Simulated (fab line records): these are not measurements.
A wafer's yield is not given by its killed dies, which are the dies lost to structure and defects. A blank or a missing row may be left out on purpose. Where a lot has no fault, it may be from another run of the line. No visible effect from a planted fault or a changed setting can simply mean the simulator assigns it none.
fab line records	flow rit_cmos
[record] lots = 5	wafers = 23
route steps=202 shown ACTIVE@4 FOX1@20 FOX2@23 NWELL@30 NRETRO@54 GATE@84 REOX@101 M1@202
start_h: hours from the record's opening day to when the first of the lot's shown wafers began	wait_h: time in hours since the lot's previous step	" the same as in the row above	L1.1+2: a row that stands for several wafers	- no value present, or no start provided	* or withheld: withheld	< > ~ a bound
route shown NAME@n: NAME is a module with steps in the file, n the number in the route of the first one	usual: mean/standard deviation taken from wafers without a fault	same: alike in all rows	chamber/n: place in a boat	sites: each site's reading	_std_site: the values' standard deviation	_edge_site: the outer-site mean with the inner-site mean subtracted	radius_mm: for every site, how far away it sits from the centre of the wafer	mask NAME#n: copy n	behind: the most recent tool/chamber to have shaped the wafer	hold: why the lot went on hold/how many hours it stayed there/how the hold came to an end	device: transistor that didn't switch, given as n, p or np	end of line: at the end of the route, the tests of the same wafers	a step without rows: its recipe alone	killed: dies that structure and defects cost at the first sort, which is not the same as the wafer's yield	map: a wafer's dies, marking killed ones x, the rest . and places with no die _
set.NAME: the setting that was run; set.NAME@STEP: the one run at that earlier step	model.NAME: the simulator's own value behind a step, which no gauge read
lots where settings were altered on purpose, with a table for each step and a row for each wafer
[[steps]]
[step RIT_ACTIVE_CVD_03]
[recipe] material = Si3N4	target_thk_nm = 150	temp_c = 810	precursor = SiH2Cl2/NH3	time_s = 1500	pressure_mtorr = 300	sih2cl2_flow_sccm = 60	nh3_flow_sccm = 150
lot.wafer	tool	chamber	start_h	wait_h	set.pressure_mtorr	model.Si3N4_of_ACTIVE_CVD_03.thk_nm
L075.2	-	-	-	0.0	338.6	153.9
L075.3	"	-	"	"	338.6	154
L075.4	"	-	"	"	338.6	154.9
L075.5	"	-	"	"	338.6	154.1
L075.6	"	-	"	"	338.6	154.2
L078.1	-	-	-	0.2	300	148.2
L078.2	"	-	"	"	300	150.7
L078.3	"	-	"	"	300	150.3
L078.5	"	-	"	"	300	151.4
L078.6	"	-	"	"	300	150
L079.1+2	-	-	-	0.1	269.1	144.8
L079.3	"	-	"	"	269.1	144.4
L079.4	"	-	"	"	269.1	143.8
L079.6	"	-	"	"	269.1	145
L082.1	lpcvd-01	1	53.89	0.1	300	149.1
L082.2	"	1	"	"	300	149
L082.3	"	1	"	"	300	148.7
L084.1	-	-	-	0.1	286.2	147.9
L084.2	"	-	"	"	286.2	148
L084.3	"	-	"	"	286.2	149.1
L084.4	"	-	"	"	286.2	148.3
L084.6	"	-	"	"	286.2	147.5
[step RIT_ACTIVE_THK_MEAS_04]
[recipe] reads = Si3N4_of_ACTIVE_CVD_03
[usual] ACTIVE_NITRIDE_THK = 150.1/1.3
lot.wafer	tool	chamber	start_h	wait_h	set.pressure_mtorr@ACTIVE_CVD_03	ACTIVE_NITRIDE_THK[nm]
L075.2	film_metro-04	-	-	-	338.6	153.9
L075.3	"	-	"	"	338.6	154.0
L075.4	"	-	"	"	338.6	154.9
L075.5	"	-	"	"	338.6	154.0
L075.6	"	-	"	"	338.6	154.2
L078.1	film_metro-03	-	-	-	300	148.2
L078.2	"	-	"	"	300	150.8
L078.3	"	-	"	"	300	150.2
L078.5	"	-	"	"	300	151.4
L078.6	"	-	"	"	300	149.9
L079.1	film_metro-02	-	-	-	269.1	144.8
L079.2	"	-	"	"	269.1	144.9
L079.3	"	-	"	"	269.1	144.3
L079.4	"	-	"	"	269.1	143.8
L079.6	"	-	"	"	269.1	145.0
L082.1	film_metro-04	-	55.31	0.0	300	149.2
L082.2	"	-	"	"	300	149.0
L082.3	"	-	"	"	300	148.8
L084.1	film_metro-03	-	-	-	286.2	147.9
L084.2	"	-	"	"	286.2	148.1
L084.3	"	-	"	"	286.2	149.0
L084.4	"	-	"	"	286.2	148.4
L084.6	"	-	"	"	286.2	147.5
[step RIT_ACTIVE_ETCH_13]
[recipe] stop_on = SiO2	chemistry = SF6	target = Si3N4	time_s = 210	over_etch_frac = 0.4	SF6_flow_sccm = 200	pressure_mtorr = 260	rf_w = 125	target_depth_a = 2100
lot.wafer	tool	chamber	start_h	wait_h	set.over_etch_frac	set.pressure_mtorr@ACTIVE_CVD_03	model.ACTIVE.feature_depth_nm	model.etch.depth_nm
L075.2	rie_diel-04	1	19.83	0.1	0.4	338.6	155.1	153.9
L075.3	"	0	"	"	0.4	338.6	154	154
L075.4	"	3	"	"	0.4	338.6	154.9	154.9
L075.5	"	0	"	"	0.4	338.6	154.1	154.1
L075.6	"	3	"	"	0.4	338.6	154.3	154.2
L078.1	rie_diel-04	3	35.71	0.1	0.4	300	148.2	148.2
L078.2	"	0	"	"	0.3201	300	150.7	150.7
L078.3	"	1	"	"	0.3201	300	150.3	150.3
L078.5	"	2	"	"	0.4	300	151.7	151.4
L078.6	"	3	"	"	0.3201	300	150	150
L079.1	rie_diel-03	1	39.83	0.1	0.4	269.1	144.8	144.8
L079.2	"	3	"	"	0.3158	269.1	144.8	144.8
L079.3	"	2	"	"	0.4	269.1	144.4	144.4
L079.4	"	0	"	"	0.4	269.1	143.8	143.8
L079.6	"	0	"	"	0.3158	269.1	145	145
L082.1	rie_diel-01	0	56.57	0.1	0.4	300	149.1	149.1
L082.2	"	1	"	"	0.4	300	149	149
L082.3	"	2	"	"	0.4	300	148.8	148.7
L084.1	rie_diel-03	3	68.60	0.1	0.4	286.2	147.9	147.9
L084.2	"	0	"	"	0.3646	286.2	148	148
L084.3	"	2	"	"	0.3646	286.2	149.1	149.1
L084.4	"	0	"	"	0.4	286.2	148.3	148.3
L084.6	"	2	"	"	0.3646	286.2	147.5	147.5
[step RIT_ACTIVE_STRIP_14]
[recipe] chemistry = O2	time_s = 180	resist = NOVOLAK	platen_temp_c = withheld	power_w = 500	pressure_mtorr = 4000	o2_flow_sccm = 4000
[step RIT_FOX1_OXIDATION_00]
[recipe] temp_c = 1100	ambient = H2O	target_thk_a = 3507	p_h2o_torr = 720	ox_time_s = 1130
[step RIT_FOX1_WET_ETCH_02]
[recipe] chemistry = BOE	target_depth_nm = 350	time_s = 390	temp_c = 21.5	dry = n2_spin	dilution = 10:1	target = SiO2
lot.wafer	tool	chamber	start_h	wait_h	set.pressure_mtorr@ACTIVE_CVD_03	model.Si3N4_of_ACTIVE_CVD_03.thk_nm
L075.2	wet_bench-01	3	23.31	0.0	338.6	141.9
L075.3	"	3	"	"	338.6	142
L075.4	"	3	"	"	338.6	142.9
L075.5	"	3	"	"	338.6	142.1
L075.6	"	3	"	"	338.6	142.2
L078.1	wet_bench-02	0	38.43	0.1	300	135.9
L078.2	"	0	"	"	300	138.5
L078.3	"	0	"	"	300	138
L078.5	"	0	"	"	300	139.2
L078.6	"	0	"	"	300	137.8
L079.1+2	wet_bench-04	0	42.00	0.1	269.1	132.7
L079.3	"	0	"	"	269.1	132.3
L079.4	"	0	"	"	269.1	131.7
L079.6	"	0	"	"	269.1	132.9
L082.1	wet_bench-01	3	58.75	0.1	300	136.9
L082.2	"	3	"	"	300	136.8
L082.3	"	3	"	"	300	136.5
L084.1	wet_bench-02	3	70.98	0.1	286.2	135.8
L084.2	"	3	"	"	286.2	135.9
L084.3	"	3	"	"	286.2	137
L084.4	"	3	"	"	286.2	136.2
L084.6	"	3	"	"	286.2	135.4
[step RIT_FOX2_OXIDATION_00]
[recipe] temp_c = 1100	ambient = H2O	target_thk_a = 3507	p_h2o_torr = 720	ox_time_s = 1130
lot.wafer	tool	chamber	start_h	wait_h	set.ox_time_s	model.SiO2_of_FOX2_OXIDATION_00.thk_nm
L075.2	-	-	-	1.0	1130	352.8
L075.3	"	-	"	"	1130	349
L075.4	"	-	"	"	1130	349.7
L075.5	"	-	"	"	1130	343
L075.6	"	-	"	"	1130	344.7
L078.1	-	-	-	0.0	1130	359.8
L078.2	"	-	"	"	1130	357.9
L078.3	"	-	"	"	1130	361.7
L078.5	"	-	"	"	1130	357.5
L078.6	"	-	"	"	1130	362.5
L079.1	-	-	-	0.0	1018	333
L079.2	"	-	"	"	1018	325.7
L079.3	"	-	"	"	1018	329.7
L079.4	"	-	"	"	1018	328.9
L079.6	"	-	"	"	1018	330.3
L082.1	furnace-04	0	59.77	0.9	1130	343.8
L082.2	"	0	"	"	1130	350
L082.3	"	0	"	"	1130	337.2
L084.1	-	-	-	0.7	1215	359.6
L084.2	"	-	"	"	1215	362.3
L084.3	"	-	"	"	1215	364.7
L084.4	"	-	"	"	1215	370.3
L084.6	"	-	"	"	1215	364.8
[step RIT_NWELL_SOFTBAKE_02]
[recipe] resist = NOVOLAK	temp_c = 90	time_s = 60
lot.wafer	tool	chamber	start_h	wait_h	set.temp_c	model.NOVOLAK_of_NWELL_COAT_01.thk_nm
L075.2+5	litho_track-01	0	26.96	0.1	90	1294
L075.3+4	"	0	"	"	90	1295
L075.6	"	0	"	"	90	1296
L078.1	litho_track-03	0	41.09	0.1	90	1292
L078.2	"	0	"	"	90	1289
L078.3+6	"	0	"	"	93.57	1280
L078.5	"	0	"	"	93.57	1278
L079.1+3	litho_track-02	0	44.74	0.1	90	1287
L079.2	"	0	"	"	90	1288
L079.4+6	"	0	"	"	88.83	1292
L082.1	litho_track-01	0	62.40	0.1	90	1289
L082.2	"	0	"	"	90	1292
L082.3	"	0	"	"	90	1291
L084.1+3	litho_track-03	0	74.66	0.1	90	1290
L084.2	"	0	"	"	91.92	1289
L084.4	"	0	"	"	90	1292
L084.6	"	0	"	"	91.92	1284
[step RIT_NWELL_IMPLANT_08]
[recipe] species = P	energy_kev = 170	dose_cm2 = 5e+13	tilt_deg = 7
lot.wafer	tool	chamber	start_h	wait_h	set.energy_kev	model.implant.rp_nm	model.implant.drp_nm
L075.2+3+4+5+6	implanter-02	0	27.83	0.2	170	215	68.82
L078.1+3+6	implanter-01	0	42.09	0.2	170	215.9	68.82
L078.2+5	"	0	"	"	173.4	220.3	69.85
L079.1+2+4	implanter-01	0	45.73	0.2	176.2	228	70.7
L079.3+6	"	0	"	"	170	219.8	68.82
L082.1+2+3	implanter-01	0	63.39	0.2	170	206.5	68.82
L084.1+2+3+4+6	implanter-03	0	75.53	0.2	170	216.3	68.82
[step RIT_NRETRO_COAT_01]
[recipe] resist = NOVOLAK	spin_rpm = 2000	resist_thk_nm = 1300
lot.wafer	tool	chamber	start_h	wait_h	set.spin_rpm	model.NOVOLAK_of_NRETRO_COAT_01.thk_nm
L075.2+5+6	litho_track-04	0	35.29	0.1	1882	1336
L075.3	"	0	"	"	2000	1294
L075.4	"	0	"	"	2000	1300
L078.1	litho_track-04	0	50.41	0.1	2000	1302
L078.2	"	0	"	"	2000	1295
L078.3+6	"	0	"	"	2000	1298
L078.5	"	0	"	"	2000	1299
L079.1	litho_track-03	0	53.97	0.1	1935	1326
L079.2	"	0	"	"	2000	1304
L079.3	"	0	"	"	1935	1321
L079.4	"	0	"	"	1935	1327
L079.6	"	0	"	"	2000	1300
L082.1	litho_track-04	0	72.22	0.1	2000	1298
L082.2	"	0	"	"	2000	1297
L082.3	"	0	"	"	2000	1299
L084.1+6	litho_track-03	0	84.42	0.1	2000	1298
L084.2	"	0	"	"	2000	1296
L084.3	"	0	"	"	2000	1294
L084.4	"	0	"	"	2000	1295
[step RIT_NRETRO_SOFTBAKE_02]
[recipe] resist = NOVOLAK	temp_c = 90	time_s = 62.31
[step RIT_NRETRO_EXPOSE_03]
[recipe] mask_id = M4	na = 0.57	target_cd_nm = 43900	dose_mj = 250
[step RIT_NRETRO_DEVELOP_05]
[recipe] resist = NOVOLAK	develop_time_s = 68	dev_temp_c = 23
[step RIT_NRETRO_HARDBAKE_07]
[recipe] resist = NOVOLAK	temp_c = 140	time_s = 120
lot.wafer	tool	chamber	start_h	wait_h	set.spin_rpm@NRETRO_COAT_01	model.NOVOLAK_of_NRETRO_COAT_01.thk_nm
L075.2	litho_track-02	0	36.20	0.1	1882	1167
L075.3	"	0	"	"	2000	1132
L075.4	"	0	"	"	2000	1137
L075.5+6	"	0	"	"	1882	1168
L078.1	litho_track-02	0	51.18	0.0	2000	1139
L078.2	"	0	"	"	2000	1133
L078.3+6	"	0	"	"	2000	1135
L078.5	"	0	"	"	2000	1136
L079.1+4	litho_track-03	0	54.74	0.0	1935	1160
L079.2	"	0	"	"	2000	1140
L079.3	"	0	"	"	1935	1155
L079.6	"	0	"	"	2000	1137
L082.1+2	litho_track-03	0	73.11	0.0	2000	1135
L082.3	"	0	"	"	2000	1136
L084.1	litho_track-04	0	85.18	0.0	2000	1136
L084.2	"	0	"	"	2000	1134
L084.3	"	0	"	"	2000	1132
L084.4	"	0	"	"	2000	1133
L084.6	"	0	"	"	2000	1135
[step RIT_NRETRO_IMPLANT_08]
[recipe] species = P	energy_kev = 70	dose_cm2 = 1e+13	tilt_deg = 7
lot.wafer	tool	chamber	start_h	wait_h	set.dose_cm2
L075.2+5	implanter-01	0	36.43	0.2	1e+13
L075.3+4+6	"	0	"	"	1.039e+13
L078.1+6	implanter-02	0	51.43	0.2	1e+13
L078.2+3+5	"	0	"	"	1.044e+13
L079.1+2	implanter-01	0	54.99	0.2	1e+13
L079.3+4+6	"	0	"	"	1.019e+13
L082.1+2+3	implanter-02	0	73.36	0.2	1e+13
L084.1+2	implanter-02	0	85.43	0.2	1e+13
L084.3+4+6	"	0	"	"	1.074e+13
[step RIT_NRETRO_STRIP_09]
[recipe] chemistry = O2	time_s = 180	resist = NOVOLAK	platen_temp_c = withheld	power_w = 500	pressure_mtorr = 4000	o2_flow_sccm = 4000
[step RIT_NRETRO_TW_MEAS_10]
[usual] NRETRO_TW = 1046/7.4
lot.wafer	tool	chamber	start_h	wait_h	set.dose_cm2@NRETRO_IMPLANT_08	NRETRO_TW
L075.2	film_metro-02	-	36.74	0.1	1e+13	1052
L075.3	"	-	"	"	1.039e+13	1061
L075.4	"	-	"	"	1.039e+13	1057
L075.5	"	-	"	"	1e+13	1042
L075.6	"	-	"	"	1.039e+13	1055
L078.1	film_metro-02	-	51.76	0.1	1e+13	1033
L078.2	"	-	"	"	1.044e+13	1048
L078.3	"	-	"	"	1.044e+13	1053
L078.5	"	-	"	"	1.044e+13	1050
L078.6	"	-	"	"	1e+13	1038
L079.1	film_metro-02	-	55.31	0.1	1e+13	1035
L079.2	"	-	"	"	1e+13	1040
L079.3	"	-	"	"	1.019e+13	1041
L079.4	"	-	"	"	1.019e+13	1046
L079.6	"	-	"	"	1.019e+13	1048
L082.1	film_metro-04	-	73.69	0.1	1e+13	1053
L082.2	"	-	"	"	1e+13	1052
L082.3	"	-	"	"	1e+13	1053
L084.1	film_metro-04	-	85.76	0.1	1e+13	1056
L084.2	"	-	"	"	1e+13	1060
L084.3	"	-	"	"	1.074e+13	1076
L084.4	"	-	"	"	1.074e+13	1083
L084.6	"	-	"	"	1.074e+13	1083
[step RIT_GATE_CVD_08]
[recipe] material = poly-Si	target_thk_nm = 250	temp_c = 610	precursor = SiH4	time_s = 2220	pressure_mtorr = 300	sih4_flow_sccm = 100
lot.wafer	tool	chamber	start_h	wait_h	set.time_s	model.poly-Si_of_GATE_CVD_08.thk_nm
L075.2	-	-	-	0.0	2010	224.8
L075.3	"	-	"	"	2010	225.7
L075.4	"	-	"	"	2010	224.3
L075.5+6	"	-	"	"	2010	223.9
L078.1	-	-	-	0.1	2220	251
L078.2	"	-	"	"	2220	247.7
L078.3+5	"	-	"	"	2220	251.6
L078.6	"	-	"	"	2220	251.3
L079.1	-	-	-	0.1	2375	270.4
L079.2	"	-	"	"	2375	267.1
L079.3	"	-	"	"	2375	267.2
L079.4	"	-	"	"	2375	266.4
L079.6	"	-	"	"	2375	268.8
L082.1	lpcvd-02	1	79.75	0.1	2220	251.5
L082.2	"	1	"	"	2220	251.1
L082.3	"	1	"	"	2220	249.8
L084.1	-	-	-	0.1	2089	236.5
L084.2	"	-	"	"	2089	236.3
L084.3	"	-	"	"	2089	235.4
L084.4	"	-	"	"	2089	236.6
L084.6	"	-	"	"	2089	236
[step RIT_GATE_THK_MEAS_09]
[recipe] reads = poly-Si_of_GATE_CVD_08
[usual] GATE_POLY_THK = 249.5/1.6
lot.wafer	tool	chamber	start_h	wait_h	set.time_s@GATE_CVD_08	GATE_POLY_THK[nm]
L075.2	film_metro-02	-	-	-	2010	224.7
L075.3	"	-	"	"	2010	225.8
L075.4	"	-	"	"	2010	224.4
L075.5	"	-	"	"	2010	223.9
L075.6	"	-	"	"	2010	224.0
L078.1	film_metro-03	-	-	-	2220	251.1
L078.2	"	-	"	"	2220	247.6
L078.3	"	-	"	"	2220	251.6
L078.5	"	-	"	"	2220	251.6
L078.6	"	-	"	"	2220	251.3
L079.1	film_metro-01	-	-	-	2375	270.4
L079.2	"	-	"	"	2375	266.9
L079.3	"	-	"	"	2375	267.1
L079.4	"	-	"	"	2375	266.5
L079.6	"	-	"	"	2375	268.9
L082.1	film_metro-01	-	81.37	0.0	2220	251.3
L082.2	"	-	"	"	2220	251.3
L082.3	"	-	"	"	2220	249.8
L084.1	film_metro-01	-	-	-	2089	236.6
L084.2	"	-	"	"	2089	236.3
L084.3	"	-	"	"	2089	235.3
L084.4	"	-	"	"	2089	236.6
L084.6	"	-	"	"	2089	236.0
[step RIT_GATE_ETCH_19]
[recipe] chemistry = SF6/CHF3/O2	time_s = 165	SF6_flow_sccm = 30	CHF3_flow_sccm = 30	O2_flow_sccm = 5	target = poly-Si	pressure_mtorr = 40	rf_w = 160	target_depth_a = 3125	over_etch_frac = 0.25	stop_on = SiO2
[usual] oes_product_au = 0.851/0.0095
lot.wafer	tool	chamber	start_h	wait_h	set.time_s	set.time_s@GATE_CVD_08	oes_product_au	model.etch.depth_nm	model.GATE.feature_depth_nm
L075.2	rie_si-02	2	43.16	0.1	165	2010	0.785	224.8	224.8
L075.3	"	1	"	"	165	2010	0.796	225.7	225.7
L075.4	"	3	"	"	165	2010	0.791	224.3	224.3
L075.5	"	1	"	"	165	2010	0.795	223.9	223.9
L075.6	"	0	"	"	165	2010	0.804	223.9	223.9
L078.1	rie_si-01	0	59.03	0.1	165	2220	0.836	251	251
L078.2	"	3	"	"	165	2220	0.839	247.7	247.7
L078.3	"	1	"	"	165	2220	0.851	251.6	251.6
L078.5	"	2	"	"	165	2220	0.867	251.6	251.6
L078.6	"	1	"	"	165	2220	0.845	251.3	251.3
L079.1	rie_si-02	1	64.22	0.1	165	2375	0.906	270.4	270.4
L079.2	"	0	"	"	165	2375	0.910	267.1	267.1
L079.3	"	3	"	"	165	2375	0.892	267.2	267.2
L079.4	"	2	"	"	165	2375	0.882	266.4	266.4
L079.6	"	1	"	"	165	2375	0.894	268.8	268.8
L082.1	rie_si-01	2	82.77	0.1	165	2220	0.862	251.5	251.5
L082.2	"	1	"	"	165	2220	0.850	251.1	251.1
L082.3	"	3	"	"	165	2220	0.841	249.8	249.8
L084.1	rie_si-01	0	92.97	0.1	173.7	2089	0.816	236.5	236.5
L084.2	"	3	"	"	165	2089	0.815	236.3	236.3
L084.3	"	1	"	"	165	2089	0.817	235.4	235.4
L084.4	"	2	"	"	173.7	2089	0.824	236.6	236.6
L084.6	"	1	"	"	173.7	2089	0.815	236	236
[step RIT_REOX_OXIDATION_03]
[recipe] temp_c = 900	ambient = O2	target_thk_a = 252	ox_time_s = 5580
lot.wafer	tool	chamber	start_h	wait_h	set.temp_c	set.time_s@GATE_CVD_08	model.poly-Si_of_GATE_CVD_08.thk_nm	model.SiO2_of_REOX_OXIDATION_03.thk_nm
L075.2	-	-	-	0.1	922.9	2010	204.5	31.75
L075.3	"	-	"	"	922.9	2010	205.4	31.8
L075.4	"	-	"	"	922.9	2010	203.9	31.85
L075.5	"	-	"	"	922.9	2010	203.6	32.3
L075.6	"	-	"	"	922.9	2010	203.6	31.61
L078.1	-	-	-	1.5	926.6	2220	230.1	32.9
L078.2	"	-	"	"	926.6	2220	226.7	32.8
L078.3	"	-	"	"	926.6	2220	230.6	33.21
L078.5	"	-	"	"	926.6	2220	230.6	33.13
L078.6	"	-	"	"	926.6	2220	230.4	33.36
L079.1	-	-	-	0.8	892.1	2375	254.2	22.83
L079.2	"	-	"	"	892.1	2375	250.9	22.84
L079.3	"	-	"	"	892.1	2375	251	22.44
L079.4	"	-	"	"	892.1	2375	250.2	23.21
L079.6	"	-	"	"	892.1	2375	252.6	22.36
L082.1	furnace-03	0	84.47	0.9	900	2220	234.5	24.61
L082.2	"	0	"	"	900	2220	234.1	24.01
L082.3	"	0	"	"	900	2220	232.8	24.11
L084.1	-	-	-	0.0	878.6	2089	221.9	20.23
L084.2	"	-	"	"	878.6	2089	221.7	20.66
L084.3	"	-	"	"	878.6	2089	220.8	20.39
L084.4	"	-	"	"	878.6	2089	222	20.61
L084.6	"	-	"	"	878.6	2089	221.4	20.41
[step RIT_REOX_THK_MEAS_04]
[recipe] reads = SiO2_of_REOX_OXIDATION_03
[usual] REOX_OXIDE_THK = 25.0/0.4
lot.wafer	tool	chamber	start_h	wait_h	set.temp_c@REOX_OXIDATION_03	REOX_OXIDE_THK[nm]
L075.2	film_metro-02	-	-	-	922.9	31.7
L075.3	"	-	"	"	922.9	31.8
L075.4	"	-	"	"	922.9	31.8
L075.5	"	-	"	"	922.9	32.3
L075.6	"	-	"	"	922.9	31.6
L078.1	film_metro-01	-	-	-	926.6	32.9
L078.2	"	-	"	"	926.6	32.8
L078.3	"	-	"	"	926.6	33.2
L078.5	"	-	"	"	926.6	33.1
L078.6	"	-	"	"	926.6	33.4
L079.1	film_metro-01	-	-	-	892.1	22.8
L079.2	"	-	"	"	892.1	22.8
L079.3	"	-	"	"	892.1	22.5
L079.4	"	-	"	"	892.1	23.2
L079.6	"	-	"	"	892.1	22.3
L082.1	film_metro-01	-	87.02	0.0	900	24.6
L082.2	"	-	"	"	900	24.0
L082.3	"	-	"	"	900	24.1
L084.1	film_metro-04	-	-	-	878.6	20.3
L084.2	"	-	"	"	878.6	20.7
L084.3	"	-	"	"	878.6	20.3
L084.4	"	-	"	"	878.6	20.6
L084.6	"	-	"	"	878.6	20.4
[step RIT_M1_PROBE_99]
lot.wafer	tool	chamber	start_h	wait_h	set.temp_c@REOX_OXIDATION_03	model.etest.nldd.rs_ohm_sq	model.etest.nmos_0p15.r_on_ohm_um	model.etest.nmos_0p3.r_on_ohm_um	model.etest.pmos_0p15.r_on_ohm_um
L075.2	prober-01	-	63.14	0.1	922.9	574	1379	2378	3430
L075.3	prober-01	-	63.19	0.2	922.9	578.5	1352	2340	3448
L075.4	prober-01	-	63.24	0.2	922.9	582.1	1355	2361	3440
L075.5	prober-01	-	63.29	0.2	922.9	604.3	1389	2387	3540
L075.6	prober-01	-	63.34	0.2	922.9	567.2	1353	2346	3466
L078.1	prober-02	-	80.22	0.1	926.6	596.6	1417	2485	3983
L078.2	prober-02	-	80.27	0.1	926.6	583.7	1432	2488	4031
L078.3	prober-02	-	80.32	0.2	926.6	599.5	1448	2465	4092
L078.5	prober-02	-	80.42	0.2	926.6	598.1	1432	2448	4017
L078.6	prober-02	-	80.47	0.2	926.6	610.3	1470	2501	4170
L079.1	prober-01	-	84.94	0.1	892.1	342.5	1108	2182	2624
L079.2	prober-01	-	84.99	0.1	892.1	343	1126	2168	2646
L079.3	prober-01	-	85.04	0.2	892.1	335	1090	2130	2629
L079.4	prober-01	-	85.09	0.2	892.1	348.1	1098	2195	2711
L079.6	prober-01	-	85.19	0.2	892.1	337.6	1103	2178	2590
L082.1	prober-02	-	104.56	0.1	900	365.4	1136	2143	2776
L082.2	prober-02	-	104.61	0.1	900	354.1	1130	2138	2676
L082.3	prober-02	-	104.66	0.2	900	352.7	1138	2150	2679
L084.1	prober-02	-	113.00	0.1	878.6	286.1	1041	2102	2454
L084.2	prober-02	-	113.05	0.1	878.6	293.8	993.7	2039	2319
L084.3	prober-02	-	113.10	0.2	878.6	289.1	1041	2090	2396
L084.4	prober-02	-	113.15	0.2	878.6	292.6	963.7	2041	2342
L084.6	prober-02	-	113.25	0.2	878.6	286.6	983.2	2064	2428
// killed by level:class
L082.1 FOX2:geometric_particle:open=2 GATE:geometric_particle:short=2 GATE:geometric_particle:open=1 SPACER:geometric_particle:open=1 SPACER:geometric_particle:short=1 SILICIDE:geometric_particle:open=1
L082.2 GATE:geometric_particle:open=3 GATE:geometric_particle:short=3 FOX1:geometric_particle:short=1 FOX2:geometric_particle:open=1 REOX:geometric_particle:short=1 SILICIDE:geometric_particle:open=1
L082.3 FOX1:geometric_particle:short=2 GATE:geometric_particle:open=2 SPACER:geometric_particle:short=2 GATE:geometric_particle:short=1 SILICIDE:geometric_particle:open=1
[[key]]
[split] step = RIT_ACTIVE_CVD_03	setting = pressure_mtorr	stated = 300	by = lot
[response] step = RIT_ACTIVE_CVD_03	reading = model.Si3N4_of_ACTIVE_CVD_03.thk_nm	change = +0.402	per = 1%	r = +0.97
[response] step = RIT_ACTIVE_THK_MEAS_04	reading = ACTIVE_NITRIDE_THK	change = +0.4	per = 1%	r = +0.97
[response] step = RIT_ACTIVE_ETCH_13	reading = model.ACTIVE.feature_depth_nm	change = +0.414	per = 1%	r = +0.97
[response] step = RIT_ACTIVE_ETCH_13	reading = model.etch.depth_nm	change = +0.402	per = 1%	r = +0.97
[response] step = RIT_FOX1_WET_ETCH_02	reading = model.Si3N4_of_ACTIVE_CVD_03.thk_nm	change = +0.405	per = 1%	r = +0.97
[split] step = RIT_ACTIVE_ETCH_13	setting = over_etch_frac	stated = 0.4	by = wafer
response none clear
[split] step = RIT_FOX2_OXIDATION_00	setting = ox_time_s	stated = 1130	by = lot
[response] step = RIT_FOX2_OXIDATION_00	reading = model.SiO2_of_FOX2_OXIDATION_00.thk_nm	change = +2.02	per = 1%	r = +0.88
[split] step = RIT_NWELL_SOFTBAKE_02	setting = temp_c	stated = 90	by = wafer
[response] step = RIT_NWELL_SOFTBAKE_02	reading = model.NOVOLAK_of_NWELL_COAT_01.thk_nm	change = -2.71	per = 1%	r = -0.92
[split] step = RIT_NWELL_IMPLANT_08	setting = energy_kev	stated = 170	by = wafer
[response] step = RIT_NWELL_IMPLANT_08	reading = model.implant.rp_nm	change = +2.25	per = 1%	r = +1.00
[response] step = RIT_NWELL_IMPLANT_08	reading = model.implant.drp_nm	change = +0.515	per = 1%	r = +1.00
[split] step = RIT_NRETRO_COAT_01	setting = spin_rpm	stated = 2000	by = wafer
[response] step = RIT_NRETRO_COAT_01	reading = model.NOVOLAK_of_NRETRO_COAT_01.thk_nm	change = -6.72	per = 1%	r = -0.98
[response] step = RIT_NRETRO_HARDBAKE_07	reading = model.NOVOLAK_of_NRETRO_COAT_01.thk_nm	change = -5.79	per = 1%	r = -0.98
[split] step = RIT_NRETRO_IMPLANT_08	setting = dose_cm2	stated = 1e+13	by = wafer
[response] step = RIT_NRETRO_TW_MEAS_10	reading = NRETRO_TW	change = +3.08	per = 1%	r = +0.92
[split] step = RIT_GATE_CVD_08	setting = time_s	stated = 2220	by = lot
[response] step = RIT_GATE_CVD_08	reading = model.poly-Si_of_GATE_CVD_08.thk_nm	change = +2.6	per = 1%	r = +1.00
[response] step = RIT_GATE_THK_MEAS_09	reading = GATE_POLY_THK	change = +2.61	per = 1%	r = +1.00
[response] step = RIT_GATE_ETCH_19	reading = oes_product_au	change = +0.00616	per = 1%	r = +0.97
[response] step = RIT_GATE_ETCH_19	reading = model.etch.depth_nm	change = +2.6	per = 1%	r = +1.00
[response] step = RIT_GATE_ETCH_19	reading = model.GATE.feature_depth_nm	change = +2.6	per = 1%	r = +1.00
[response] step = RIT_REOX_OXIDATION_03	reading = model.poly-Si_of_GATE_CVD_08.thk_nm	change = +2.71	per = 1%	r = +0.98
[split] step = RIT_GATE_ETCH_19	setting = time_s	stated = 165	by = wafer
response none clear
[split] step = RIT_REOX_OXIDATION_03	setting = temp_c	stated = 900	by = lot
[response] step = RIT_REOX_OXIDATION_03	reading = model.SiO2_of_REOX_OXIDATION_03.thk_nm	change = +2.45	per = 1%	r = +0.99
[response] step = RIT_REOX_THK_MEAS_04	reading = REOX_OXIDE_THK	change = +2.46	per = 1%	r = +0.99
[response] step = RIT_M1_PROBE_99	reading = model.etest.pmos_0p15.r_on_ohm_um	change = +287	per = 1%	r = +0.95
[response] step = RIT_M1_PROBE_99	reading = model.etest.nmos_0p15.r_on_ohm_um	change = +79.9	per = 1%	r = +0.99
[response] step = RIT_M1_PROBE_99	reading = model.etest.nmos_0p3.r_on_ohm_um	change = +70.9	per = 1%	r = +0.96
[response] step = RIT_M1_PROBE_99	reading = model.etest.nldd.rs_ohm_sq	change = +61.8	per = 1%	r = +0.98
